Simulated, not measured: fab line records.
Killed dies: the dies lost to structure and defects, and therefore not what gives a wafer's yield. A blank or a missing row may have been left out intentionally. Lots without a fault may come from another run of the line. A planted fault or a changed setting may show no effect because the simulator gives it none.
The tool behind it: which one?    flow berkeleyCmos170    7 lots, 21 wafers sampled, at 4 steps of a route of 331

## WHAT THE GAUGES SHOWED, per wafer
UCB170_PLDD_TW_MEAS_11.
lot   measured      on            PLDD_TW
L305  day 7 12:02   filmMetro-02  998 988 994
L307  day 8 02:42   filmMetro-01  1020 1018 1024
L314  day 9 07:58   filmMetro-01  1022 1025 1023
L316  day 9 08:11   filmMetro-01  1074 1076 1078
L317  day 10 09:01  filmMetro-02  998 994 997
L326  day 12 00:27  filmMetro-02  996 1003 995
L325  day 12 00:32  filmMetro-02  994 999 995

## EACH LOT AND THE TOOL THAT RAN IT (in order: tool; ch and the chambers of the sampled wafers; start)
lot   UCB170_PFIELD_STRIP_08              UCB170_GATE_ETCH_15             UCB170_PLDD_IMPLANT_09
L305  plasmaAsher-01 ch 0,1, day 5 00:11  rieSi-02 ch 0,2,3, day 7 08:34  implanter-01 ch 0, day 7 11:47
L307  plasmaAsher-04 ch 0, day 5 21:28    rieSi-01 ch 1,3, day 8 00:27    implanter-02 ch 0, day 8 02:28
L314  plasmaAsher-03 ch 0,1, day 7 04:25  rieSi-01 ch 2,3, day 9 05:58    implanter-02 ch 0, day 9 07:44
L316  plasmaAsher-03 ch 1, day 7 04:52    rieSi-02 ch 2,3, day 9 06:13    implanter-04 ch 0, day 9 07:56
L317  plasmaAsher-01 ch 0,1, day 7 19:11  rieSi-02 ch 0,2, day 10 06:37   implanter-01 ch 0, day 10 08:48
L326  plasmaAsher-04 ch 0,1, day 9 16:37  rieSi-01 ch 0,2, day 11 22:17   implanter-01 ch 0, day 12 00:12
L325  plasmaAsher-04 ch 0,1, day 9 18:06  rieSi-02 ch 1,3, day 11 22:18   implanter-04 ch 0, day 12 00:17
- UCB170_PFIELD_STRIP_08: strips in O2.
- UCB170_GATE_ETCH_15: etches poly-Si in HBr/Cl2, stops on SiO2, time 56.3 s, target depth 278.2 nm.
- UCB170_PLDD_IMPLANT_09

## THE ANSWER, worked out from the rows above alone
Rule: what is usual is taken from the lots themselves. Put in order of their means at a reading, lots are off if they are a third of the lots or fewer, leave a main group of 4 or more, and stand apart from it by a gap of 3 or more times the standard deviation of the main group's means; of several such gaps the widest counts. A main group whose means are all the same, to the digits that the tables above print for the reading, isn't used. Also off: a lot with no number at a reading for which 4 or more lots have one. The other lots that the step has rows for count as sound.
Off: at UCB170_PLDD_TW_MEAS_11 (PLDD_TW), L316. Main group: mean 1005, sd 12.
If a tool, at a process step before that reading, ran all the lots that are off and no sound lot after the first of them, it fits. Those tools and the gauges at UCB170_PLDD_TW_MEAS_11 are tried in the same way. 2 tools fit, plasmaAsher-03 at UCB170_PFIELD_STRIP_08 and filmMetro-01 at UCB170_PLDD_TW_MEAS_11, so this cannot tell which one it is.

## WHAT WAS PUT IN BY THE SIMULATOR
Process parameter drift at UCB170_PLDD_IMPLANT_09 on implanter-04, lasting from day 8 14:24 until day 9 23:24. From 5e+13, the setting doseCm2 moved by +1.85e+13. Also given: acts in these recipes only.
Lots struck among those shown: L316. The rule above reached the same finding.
